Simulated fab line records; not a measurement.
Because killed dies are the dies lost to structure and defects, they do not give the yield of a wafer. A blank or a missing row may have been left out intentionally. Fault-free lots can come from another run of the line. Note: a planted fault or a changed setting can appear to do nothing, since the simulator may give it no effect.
A struck lot beside a sound one ; flow ritCmos ; 43 steps out of a route of 202
Sound: the wafers L847.1, L847.2, L847.3. Wafers struck: L856.2, L856.5, L856.6. Last of all comes the cause.
Order at every step that has rows: each side's tool, ch and its chambers, its first start. Under that, the readings that differ: sound wafers ; struck wafers ; difference of the means ; sigmas: that difference in standard deviations of wafers without a fault.
alike: readings with means less than 2 such deviations apart, plus words and numbers identical on both sides. not compared: withheld readings, readings lacking a value on some wafer, bounds such as >300 that could conceal the same value, and numbers that have no deviation in the record and whose values overlap.
The two part at a step that has a row with sigmas, a row that says differs or no value, or rows on one side only. Numbers that have no deviation but don't overlap get no sigmas and don't part them. Lack of a reading on every wafer of one side parts them only where that side has two or more wafers.

first, 3 steps without rows for these wafers: RIT_REOX_CLEAN_01 (cleans in dHF, time 30 s); RIT_REOX_CLEAN_02 (cleans in SC2, time 600 s); RIT_REOX_OXIDATION_03 (target thk 25.2 nm, ox time 5580 s).
RIT_REOX_THK_MEAS_04:
  struck on filmMetro-01, day 7 15:58; sound on filmMetro-01, day 5 21:25
  alike: REOX_OXIDE_THK
then, 6 steps without rows for these wafers: RIT_NLDD_HMDS_00 (prime time 60 s); RIT_NLDD_COAT_01 (resist thk 1000 nm); RIT_NLDD_SOFTBAKE_02 (time 60 s); RIT_NLDD_EXPOSE_03 (exposes mask M7, target cd 40700 nm); RIT_NLDD_PEB_04; RIT_NLDD_DEVELOP_05 (develop time 50 s).
RIT_NLDD_OVL_MEAS_06:
  struck on overlay-02, day 7 16:59; sound on overlay-01, day 5 22:26
  alike: NLDD_OVL
then, 1 step without rows for these wafers: RIT_NLDD_HARDBAKE_07 (time 60 s).
RIT_NLDD_IMPLANT_08:
  sound on implanter-02 ch 0, day 5 22:44; struck on implanter-02 ch 0, day 7 17:11
reading;sound;struck;difference;sigmas
doseIonsCm2;5e+14 4.996e+14 4.993e+14;7.11e+14 7.1e+14 7.104e+14;+2.11e+14;+99 or more
faradayCurrentUA;1594 1533 1542;2231 2260 2188;+670;+22
RIT_NLDD_STRIP_09: strips in O2, time 180 s.
  sound on plasmaAsher-04 ch 0,1, day 5 22:53; struck on plasmaAsher-02 ch 0,1, day 7 17:19
reading;sound;struck;difference;sigmas
drypumpMotorCurrentA (A);5.9 6.3 6.3;4.7 4.6 5.1;-1.4;-2
  not compared: rfHoursCounterH
RIT_NLDD_TW_MEAS_10:
  struck on filmMetro-03, day 7 17:44; sound on filmMetro-03, day 5 23:03
reading;sound;struck;difference;sigmas
NLDD_TW;2494 2490 2507;2723 2714 2724;+223;+14
  not compared: hold
then, 5 steps without rows for these wafers: RIT_PLDD_COAT_01 (resist thk 1000 nm); RIT_PLDD_SOFTBAKE_02 (time 60 s); RIT_PLDD_EXPOSE_03 (exposes mask M8, target cd 40900 nm); RIT_PLDD_PEB_04; RIT_PLDD_DEVELOP_05 (develop time 50 s).
RIT_PLDD_OVL_MEAS_06:
  struck on overlay-02, day 7 21:41; sound on overlay-01, day 6 00:05
  alike: PLDD_OVL
then, 2 steps without rows for these wafers: RIT_PLDD_HARDBAKE_07 (time 60 s); RIT_PLDD_IMPLANT_08.
RIT_PLDD_STRIP_09: strips in O2, time 180 s.
  sound on plasmaAsher-04 ch 0,1, day 6 00:26; struck on plasmaAsher-03 ch 0,1, day 7 22:04
  alike: drypumpMotorCurrentA
  not compared: rfHoursCounterH
RIT_PLDD_TW_MEAS_10:
  struck on filmMetro-02, day 7 22:14; sound on filmMetro-03, day 6 00:36
  alike: PLDD_TW
then, 4 steps without rows for these wafers: RIT_SPACER_CLEAN_00 (cleans in SC1, time 600 s); RIT_SPACER_CLEAN_01 (cleans in dHF, time 30 s); RIT_SPACER_CLEAN_02 (cleans in SC2, time 600 s); RIT_SPACER_CVD_03 (deposits Si3N4 from SiH2Cl2/NH3, target thk 250 nm, time 3300 s).
RIT_SPACER_THK_MEAS_04:
  struck on filmMetro-03, day 8 00:44; sound on filmMetro-03, day 6 02:59
  alike: SPACER_NITRIDE_THK
RIT_SPACER_ETCHBACK_05: etches Si3N4 in SF6/CHF3, stops on SiO2, target depth 250 nm, time 240 s.
  sound on rieDiel-04 ch 0,1,3, day 6 03:02; struck on rieDiel-04 ch 1,2,3, day 8 00:47
  alike: drypumpMotorCurrentA, oesProductAu, throttleValvePct
  not compared: rfHoursCounterH
then, 2 steps without rows for these wafers: RIT_NSD_HMDS_00 (prime time 60 s); RIT_NSD_COAT_01 (resist thk 1000 nm).
RIT_NSD_SOFTBAKE_02: time 61.15 s.
  sound on lithoTrack-03 ch 0, day 6 03:29; struck on lithoTrack-02 ch 0, day 8 01:20
  alike: plateSensorTCentreC, plateSensorTEdgeC
then, 3 steps without rows for these wafers: RIT_NSD_EXPOSE_03 (exposes mask M9, target cd 40700 nm); RIT_NSD_PEB_04; RIT_NSD_DEVELOP_05 (develop time 50 s).
RIT_NSD_OVL_MEAS_06:
  struck on overlay-02, day 8 02:20; sound on overlay-02, day 6 04:02
  alike: NSD_OVL
then, 2 steps without rows for these wafers: RIT_NSD_HARDBAKE_07 (time 60 s); RIT_NSD_IMPLANT_08.
RIT_NSD_STRIP_09: strips in O2, time 180 s.
  sound on plasmaAsher-03 ch 0,1, day 6 04:22; struck on plasmaAsher-01 ch 0,1, day 8 02:44
  alike: drypumpMotorCurrentA
  not compared: rfHoursCounterH
RIT_SDANNEAL_RS_MEAS_07: measurement is done with a four-point probe.
  struck on filmMetro-04, day 8 06:01; sound on filmMetro-03, day 6 06:51
reading;sound;struck;difference;sigmas
NLDD_RS (ohm/sq);152.3 152.3 151.8;113.7 113.9 114.0;-38.3;-91
  not compared: hold
RIT_M1_PROBE_99:
  the record holds rows for the sound wafers here (prober-01, day 6 13:58) but none for the struck ones

## WHERE THEY PART
First at RIT_NLDD_IMPLANT_08; last, within this record, at RIT_M1_PROBE_99.

WHY: what had been put in by the simulator
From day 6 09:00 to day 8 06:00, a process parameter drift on implanter-02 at RIT_NLDD_IMPLANT_08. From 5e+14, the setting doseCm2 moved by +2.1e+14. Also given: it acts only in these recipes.
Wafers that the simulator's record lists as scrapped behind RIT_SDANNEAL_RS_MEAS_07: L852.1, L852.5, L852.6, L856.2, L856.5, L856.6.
